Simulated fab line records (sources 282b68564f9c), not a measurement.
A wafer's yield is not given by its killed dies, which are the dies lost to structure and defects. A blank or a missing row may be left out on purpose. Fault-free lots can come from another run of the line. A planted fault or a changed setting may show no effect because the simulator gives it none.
Commonality check across tools / flow rit cmos / Lots sampled 14, wafers sampled 42

## REASON IT WAS OPENED
Of 14 lots, 2 have the reading REOX_OXIDE_THK flagged at RIT_REOX_THK_MEAS_04. Fault-free wafers read 25.0 nm, with a standard deviation of 0.43.
Rule: a lot gets a flag if all its wafers with a number sit over 4 standard deviations from that mean, or if no wafer of it has a number. The rest of the lots are taken to be sound.

lot=L714; measured=day 2 19:36; on=film metro-01; REOX_OXIDE_THK (nm), wafer by wafer=25.0 24.6 25.1; flag=
lot=L715; measured=day 3 03:39; on=film metro-02; REOX_OXIDE_THK (nm), wafer by wafer=24.7 24.8 24.5; flag=
lot=L716; measured=day 3 08:51; on=film metro-03; REOX_OXIDE_THK (nm), wafer by wafer=25.0 24.9 24.9; flag=
lot=L717; measured=day 3 15:32; on=film metro-02; REOX_OXIDE_THK (nm), wafer by wafer=24.4 24.4 24.7; flag=
lot=L721; measured=day 4 09:01; on=film metro-01; REOX_OXIDE_THK (nm), wafer by wafer=24.5 24.3 24.7; flag=
lot=L722; measured=day 4 17:29; on=film metro-02; REOX_OXIDE_THK (nm), wafer by wafer=24.8 25.2 25.0; flag=
lot=L723; measured=day 4 17:30; on=film metro-01; REOX_OXIDE_THK (nm), wafer by wafer=24.3 24.6 24.2; flag=
lot=L725; measured=day 5 06:24; on=film metro-02; REOX_OXIDE_THK (nm), wafer by wafer=25.3 25.1 24.9; flag=
lot=L726; measured=day 5 08:47; on=film metro-02; REOX_OXIDE_THK (nm), wafer by wafer=24.8 25.1 24.5; flag=
lot=L727; measured=day 5 11:46; on=film metro-03; REOX_OXIDE_THK (nm), wafer by wafer=25.2 25.7 25.0; flag=
lot=L728; measured=day 5 21:32; on=film metro-01; REOX_OXIDE_THK (nm), wafer by wafer=25.0 24.7 24.5; flag=
lot=L729; measured=day 6 00:04; on=film metro-02; REOX_OXIDE_THK (nm), wafer by wafer=25.4 24.9 25.5; flag=
lot=L733; measured=day 6 20:50; on=film metro-02; REOX_OXIDE_THK (nm), wafer by wafer=30.2 30.2 30.3; flag=FLAGGED
lot=L734; measured=day 6 23:23; on=film metro-03; REOX_OXIDE_THK (nm), wafer by wafer=30.5 30.0 30.3; flag=FLAGGED
The mean of the flagged lots' numbers is 30.2 nm, +5.2 nm from the usual (+12 standard deviations).

## WHICH TOOL EACH LOT WENT THROUGH
The record holds 1 process step before the reading, out of a route of 202 steps. Cell contents, in order: the tool; ch with the chambers the sampled wafers went through; the start.
lot=L714; flag=; RIT_REOX_OXIDATION_03=furnace-04 ch 0, day 2 17:03
lot=L715; flag=; RIT_REOX_OXIDATION_03=furnace-03 ch 0, day 3 01:05
lot=L716; flag=; RIT_REOX_OXIDATION_03=furnace-04 ch 0, day 3 06:17
lot=L717; flag=; RIT_REOX_OXIDATION_03=furnace-03 ch 0, day 3 12:59
lot=L721; flag=; RIT_REOX_OXIDATION_03=furnace-03 ch 0, day 4 06:27
lot=L722; flag=; RIT_REOX_OXIDATION_03=furnace-01 ch 0, day 4 14:56
lot=L723; flag=; RIT_REOX_OXIDATION_03=furnace-01 ch 0, day 4 14:56
lot=L725; flag=; RIT_REOX_OXIDATION_03=furnace-01 ch 0, day 5 03:50
lot=L726; flag=; RIT_REOX_OXIDATION_03=furnace-04 ch 0, day 5 06:14
lot=L727; flag=; RIT_REOX_OXIDATION_03=furnace-01 ch 0, day 5 09:12
lot=L728; flag=; RIT_REOX_OXIDATION_03=furnace-04 ch 0, day 5 18:58
lot=L729; flag=; RIT_REOX_OXIDATION_03=furnace-04 ch 0, day 5 21:31
lot=L733; flag=FLAGGED; RIT_REOX_OXIDATION_03=furnace-01 ch 0, day 6 18:17
lot=L734; flag=FLAGGED; RIT_REOX_OXIDATION_03=furnace-01 ch 0, day 6 20:50
What the steps here do:
- RIT_REOX_OXIDATION_03: target thk 25.2 nm, ox time 5580 s.
- RIT_REOX_THK_MEAS_04

## FLAGGED AGAINST TOTAL, ONE TOOL AT A TIME (gauges that did the reading follow at the end)
step=RIT_REOX_OXIDATION_03; tool=furnace-01; lots run=6; flagged=2; share of the flagged lots=all; sound lots run after its first flagged lot=0
step=RIT_REOX_OXIDATION_03; tool=furnace-03; lots run=3; flagged=0; share of the flagged lots=none; sound lots run after its first flagged lot=-
step=RIT_REOX_OXIDATION_03; tool=furnace-04; lots run=5; flagged=0; share of the flagged lots=none; sound lots run after its first flagged lot=-
step=RIT_REOX_THK_MEAS_04; tool=film metro-01; lots run=4; flagged=0; share of the flagged lots=none; sound lots run after its first flagged lot=-
step=RIT_REOX_THK_MEAS_04; tool=film metro-02; lots run=7; flagged=1; share of the flagged lots=some; sound lots run after its first flagged lot=0
step=RIT_REOX_THK_MEAS_04; tool=film metro-03; lots run=3; flagged=1; share of the flagged lots=some; sound lots run after its first flagged lot=0

## WHAT THE TABLE PERMITS
In the table, 1 row covers all flagged lots: furnace-01 at RIT_REOX_OXIDATION_03.
- furnace-01 at RIT_REOX_OXIDATION_03: 2 of its 6 lots flagged. Its last sound lot is L727 (day 5 09:12), its first flagged lot L733 (day 6 18:17): a fault that began between those two fits. Its own readings lie more than 4 standard deviations out on every wafer of the flagged lots: spike tc centre C, spike tc load C, spike tc source C, tube center temp C, tube_center_temp_C_max.
Left over: one tool, furnace-01 at RIT_REOX_OXIDATION_03.

## WHAT THE SIMULATOR HAD PUT IN
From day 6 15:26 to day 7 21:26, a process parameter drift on furnace-01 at RIT_REOX_OXIDATION_03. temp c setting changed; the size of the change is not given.
Lots struck among those shown: L733, L734. The same result came from the rule above.
